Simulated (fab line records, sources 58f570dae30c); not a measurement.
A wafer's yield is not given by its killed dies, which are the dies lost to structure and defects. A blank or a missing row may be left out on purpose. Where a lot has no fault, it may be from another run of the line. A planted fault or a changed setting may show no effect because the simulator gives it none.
One fault through the eyes of 2 desks | flow berkeley_cmos170 | what lay behind the numbers comes last; until then each desk has only its own

== FROM THE METROLOGY DESK ==
Lot by lot, what the gauges showed, no matter which tool ran the lot: averages of those sampled wafers that carry a number. The brackets show how far a lot's mean lies from the usual mean; more than 4 standard deviations puts the lot out of limits, marked OUT.
Columns: A = PSD_TW at UCB170_PSD_TW_MEAS_10, usual 2362; B = cd_nm at UCB170_NSD_CD_MEAS_06, usual 1200.1 nm; C = NSD_OVL at UCB170_NSD_OVL_MEAS_07, usual 0 nm
lot  | first seen here | A    | B      | C
L412 | day 8 16:59     | 2370 | 1200.8 | -5
L413 | day 8 17:07     | 2371 | 1200.4 | -2
L421 | day 10 09:56    | 2359 | 1199.8 | -2
L425 | day 11 13:52    | 2365 | 1198.4 | -2
L426 | day 11 14:01    | 2352 | 1198.9 | 0
L429 | day 12 05:38    | 2371 | 1200.2 | -2
L431 | day 13 00:52    | 2357 | 1200.0 | -1
This desk's verdict: no lot among the 7 shows anything out of limits.

== FOR THE TOOL OWNER'S DESK: implanter-01 ==
The tool's own readings at UCB170_NSD_IMPLANT_08, given as means over the sampled wafers that have a number, one for each lot that went through this tool. The brackets show how far a lot's mean lies from the usual mean; more than 4 standard deviations puts the lot out of limits, marked OUT.
Columns: A = beam_energy_keV at UCB170_NSD_IMPLANT_08, usual 39.999
lot  | first seen here | A
L413 | day 8 18:51     | 39.997
L421 | day 10 11:26    | 40.013
L425 | day 11 18:43    | 40.474 (+40) OUT
L426 | day 11 19:01    | 40.466 (+39) OUT
L429 | day 12 07:08    | 40.481 (+40) OUT
This desk's verdict: out of limits on L425, L426, L429, starting with L425 at day 11 18:43 (beam_energy_keV at UCB170_NSD_IMPLANT_08). Within limits: L413, L421.

== BROUGHT TOGETHER ==
An alarm could have come from the tool owner's desk at day 11 18:43, on L425, L426, L429.
Metrology desk: nothing out of limits seen.
The metrology desk holds a record of L425, L426, L429, inside its limits.
All the named lots went through UCB170_NSD_IMPLANT_08 on implanter-01.

== WHAT THE SIMULATOR HAD PUT IN ==
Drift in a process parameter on implanter-01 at UCB170_NSD_IMPLANT_08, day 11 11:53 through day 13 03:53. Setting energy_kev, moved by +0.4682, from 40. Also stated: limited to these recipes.
Lots struck among those shown: L425, L426, L429.
Hours from the fault's start to each desk's first reading out of limits: the tool owner's desk, 7.
